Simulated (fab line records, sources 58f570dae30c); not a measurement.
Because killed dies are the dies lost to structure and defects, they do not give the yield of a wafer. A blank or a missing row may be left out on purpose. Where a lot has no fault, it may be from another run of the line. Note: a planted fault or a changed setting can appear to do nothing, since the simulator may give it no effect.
Split-lot trial :: flow berkeleyCmos170 :: 23 wafers read from 5 lots, route of 331 steps

SPLIT DETAILS
At UCB170_NWELL_CVD_04 (deposits Si3N4 from SiH2Cl2/NH3, target thk 224 nm, time 3360 s), the setting timeS was moved away from the recipe's 3360 s on 20 of the 23 wafers read, by -14.9% to +12.7%. For the rest of the wafers, this setting stayed at what the recipe calls for.

Between the split and the reading, the file records no step.

THE READING
Values of NWELL_NITRIDE_THK in nm from UCB170_NWELL_THK_MEAS_05. On this fab line, fault-free wafers typically give 224.6 nm with a standard deviation of 1.9 nm.

wafer: L074.1
tool, chamber at the split: lpcvd-02, 1
timeS as run, s: 3360
against the recipe: recipe
NWELL_NITRIDE_THK, nm: 225.2
against lot-mates on the recipe: -

wafer: L074.5
tool, chamber at the split: lpcvd-02, 1
timeS as run, s: 3360
against the recipe: recipe
NWELL_NITRIDE_THK, nm: 222.6
against lot-mates on the recipe: -

wafer: L074.6
tool, chamber at the split: lpcvd-02, 1
timeS as run, s: 3360
against the recipe: recipe
NWELL_NITRIDE_THK, nm: 223.3
against lot-mates on the recipe: -

wafer: L076.1
tool, chamber at the split: -, -
timeS as run, s: 3601
against the recipe: +7.2%
NWELL_NITRIDE_THK, nm: 242.4
against lot-mates on the recipe: no lot-mate on the recipe

wafer: L076.2
tool, chamber at the split: -, -
timeS as run, s: 3601
against the recipe: +7.2%
NWELL_NITRIDE_THK, nm: 240.5
against lot-mates on the recipe: no lot-mate on the recipe

wafer: L076.3
tool, chamber at the split: -, -
timeS as run, s: 3601
against the recipe: +7.2%
NWELL_NITRIDE_THK, nm: 238.6
against lot-mates on the recipe: no lot-mate on the recipe

wafer: L076.4
tool, chamber at the split: -, -
timeS as run, s: 3601
against the recipe: +7.2%
NWELL_NITRIDE_THK, nm: 240.2
against lot-mates on the recipe: no lot-mate on the recipe

wafer: L076.6
tool, chamber at the split: -, -
timeS as run, s: 3601
against the recipe: +7.2%
NWELL_NITRIDE_THK, nm: 240.1
against lot-mates on the recipe: no lot-mate on the recipe

wafer: L077.1
tool, chamber at the split: -, -
timeS as run, s: 3014
against the recipe: -10.3%
NWELL_NITRIDE_THK, nm: 200.9
against lot-mates on the recipe: no lot-mate on the recipe

wafer: L077.2
tool, chamber at the split: -, -
timeS as run, s: 3014
against the recipe: -10.3%
NWELL_NITRIDE_THK, nm: 199.5
against lot-mates on the recipe: no lot-mate on the recipe

wafer: L077.3
tool, chamber at the split: -, -
timeS as run, s: 3014
against the recipe: -10.3%
NWELL_NITRIDE_THK, nm: 199.4
against lot-mates on the recipe: no lot-mate on the recipe

wafer: L077.4
tool, chamber at the split: -, -
timeS as run, s: 3014
against the recipe: -10.3%
NWELL_NITRIDE_THK, nm: 199.0
against lot-mates on the recipe: no lot-mate on the recipe

wafer: L077.6
tool, chamber at the split: -, -
timeS as run, s: 3014
against the recipe: -10.3%
NWELL_NITRIDE_THK, nm: 199.1
against lot-mates on the recipe: no lot-mate on the recipe

wafer: L078.1
tool, chamber at the split: -, -
timeS as run, s: 2859
against the recipe: -14.9%
NWELL_NITRIDE_THK, nm: 189.9
against lot-mates on the recipe: no lot-mate on the recipe

wafer: L078.2
tool, chamber at the split: -, -
timeS as run, s: 2859
against the recipe: -14.9%
NWELL_NITRIDE_THK, nm: 189.4
against lot-mates on the recipe: no lot-mate on the recipe

wafer: L078.3
tool, chamber at the split: -, -
timeS as run, s: 2859
against the recipe: -14.9%
NWELL_NITRIDE_THK, nm: 190.7
against lot-mates on the recipe: no lot-mate on the recipe

wafer: L078.4
tool, chamber at the split: -, -
timeS as run, s: 2859
against the recipe: -14.9%
NWELL_NITRIDE_THK, nm: 190.4
against lot-mates on the recipe: no lot-mate on the recipe

wafer: L078.5
tool, chamber at the split: -, -
timeS as run, s: 2859
against the recipe: -14.9%
NWELL_NITRIDE_THK, nm: 191.1
against lot-mates on the recipe: no lot-mate on the recipe

wafer: L079.1
tool, chamber at the split: -, -
timeS as run, s: 3787
against the recipe: +12.7%
NWELL_NITRIDE_THK, nm: 251.2
against lot-mates on the recipe: no lot-mate on the recipe

wafer: L079.3
tool, chamber at the split: -, -
timeS as run, s: 3787
against the recipe: +12.7%
NWELL_NITRIDE_THK, nm: 251.4
against lot-mates on the recipe: no lot-mate on the recipe

wafer: L079.4
tool, chamber at the split: -, -
timeS as run, s: 3787
against the recipe: +12.7%
NWELL_NITRIDE_THK, nm: 249.8
against lot-mates on the recipe: no lot-mate on the recipe

wafer: L079.5
tool, chamber at the split: -, -
timeS as run, s: 3787
against the recipe: +12.7%
NWELL_NITRIDE_THK, nm: 251.3
against lot-mates on the recipe: no lot-mate on the recipe

wafer: L079.6
tool, chamber at the split: -, -
timeS as run, s: 3787
against the recipe: +12.7%
NWELL_NITRIDE_THK, nm: 252.4
against lot-mates on the recipe: no lot-mate on the recipe

FIT RESULTS
A straight line over all 23 wafers: NWELL_NITRIDE_THK changes by +2.24 nm for each +1% of timeS; r = +1.00; the points scatter about the line by 1.2 nm.
Too few moved wafers have a lot-mate on the recipe to fit a line with each lot's own level taken away.

THE WHOLE CHAIN: every reading that the file lists as answering this split, in the file's order
step: UCB170_NWELL_CVD_04
what it does: deposits Si3N4 from SiH2Cl2/NH3, target thk 224 nm, time 3360 s
reading: Si3N4_of_NWELL_CVD_04.thkNm (the simulator's own value, which no gauge read)
change (the file's fit): +2.24 nm for each +1% of the setting
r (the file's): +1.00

step: UCB170_NWELL_THK_MEAS_05
what it does: 
reading: NWELL_NITRIDE_THK
change (the file's fit): +2.24 for each +1% of the setting
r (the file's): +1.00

step: UCB170_NWELL_ETCH_13
what it does: etches Si3N4 in CH3F/Ar/O2, stops on SiO2, target depth 246.4 nm, time 154 s
reading: etch.depthNm (the simulator's own value, which no gauge read)
change (the file's fit): +2.02 nm for each +1% of the setting
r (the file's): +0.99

THE FILE'S OWN FIT
NWELL_NITRIDE_THK changes by +2.24 nm for each +1% of timeS, r = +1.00.
